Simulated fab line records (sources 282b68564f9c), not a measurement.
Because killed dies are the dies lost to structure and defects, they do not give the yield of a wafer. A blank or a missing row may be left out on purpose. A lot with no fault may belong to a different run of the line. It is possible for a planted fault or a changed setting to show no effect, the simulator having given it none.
8D (eight disciplines) problem report, filled in by code -- flow rit-cmos -- the parts of the form that need people (team, actions taken, sign-off) are left out

== 1. THE ISSUE ==
Wafers without a fault read 34.56 W, standard deviation 0.05; heater-power-total-W at RIT_ACTIVE_SOFTBAKE_07 reads a mean of 33.97 W on 6 wafers belonging to 2 lots. That is -12 standard deviations from the usual mean.
The step: time 60 s.
Seen first at day 4 18:17 on litho-track-02, wafer L702.1. The record holds 36 wafers of 12 lots with a number at this step. The rule behind "out" and "out of limits": a value lying over 4 standard deviations away from the usual mean. The rest of the wafers with a number are treated as sound.

== 2. WHAT THIS IS AND IS NOT ==
question,is,is not
which readings at this step,"heater-power-total-W, plate-temp-C",-
which lots,"L702, L703","L687, L688, L689, L690, L691, L704, L705, L707, L708, L710"
which wafers of those lots,all that have a number,-
read on which tools,litho-track-02,"litho-track-01, litho-track-04"
when,from day 4 18:17,"up to then (15 sound wafers); but 15 sound wafers of L704, L705, L707, L708, L710 came after"

== 3. WHAT RULES OUT EACH SUSPECT ==
Counting: a tool at any process step up to the reading remains a suspect when it ran all the lots that are out and ran no sound lot after the first of those.
- litho-track-02 at RIT_ACTIVE_SOFTBAKE_07 (time 60 s): kept. All lots that are out passed through it, beginning with L702 at day 4 18:17, and no sound lot followed; its final sound lot before that point was L689 at day 1 23:55. Its own readings are out on those wafers: heater-power-total-W, plate-temp-C.
After counting, what remains is litho-track-02 at RIT_ACTIVE_SOFTBAKE_07.

== 4. THE CAUSE (what the simulator had put in) ==
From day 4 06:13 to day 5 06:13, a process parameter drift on litho-track-02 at RIT_ACTIVE_SOFTBAKE_07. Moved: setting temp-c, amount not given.
Only this tool survived the counting.

== 5. THE EFFECT CHAIN, in route order ==
Each row: a reading where the mean over the struck wafers with a number is more than 3 standard deviations away from the usual. Scope: only readings with a usual standard deviation given in the record; hours: median across lots of the time from each lot's start at the first step in this table that gives one to its start at this step; sigmas: change in usual standard deviations.
hours,step,reading,usual,on struck wafers,change,sigmas
0,RIT_ACTIVE_SOFTBAKE_07,heater-power-total-W,34.56 W,33.97,-0.59,-12
0,RIT_ACTIVE_SOFTBAKE_07,plate-temp-C,90.02 C,88.78,-1.24,-8.3
Its process steps:
- RIT_ACTIVE_SOFTBAKE_07: time 60 s.

== 6. HOW IT WOULD HAVE BEEN CAUGHT EARLIER ==
In this record the first reading out of limits was taken at day 4 18:17, 12 hours after the fault began at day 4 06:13.
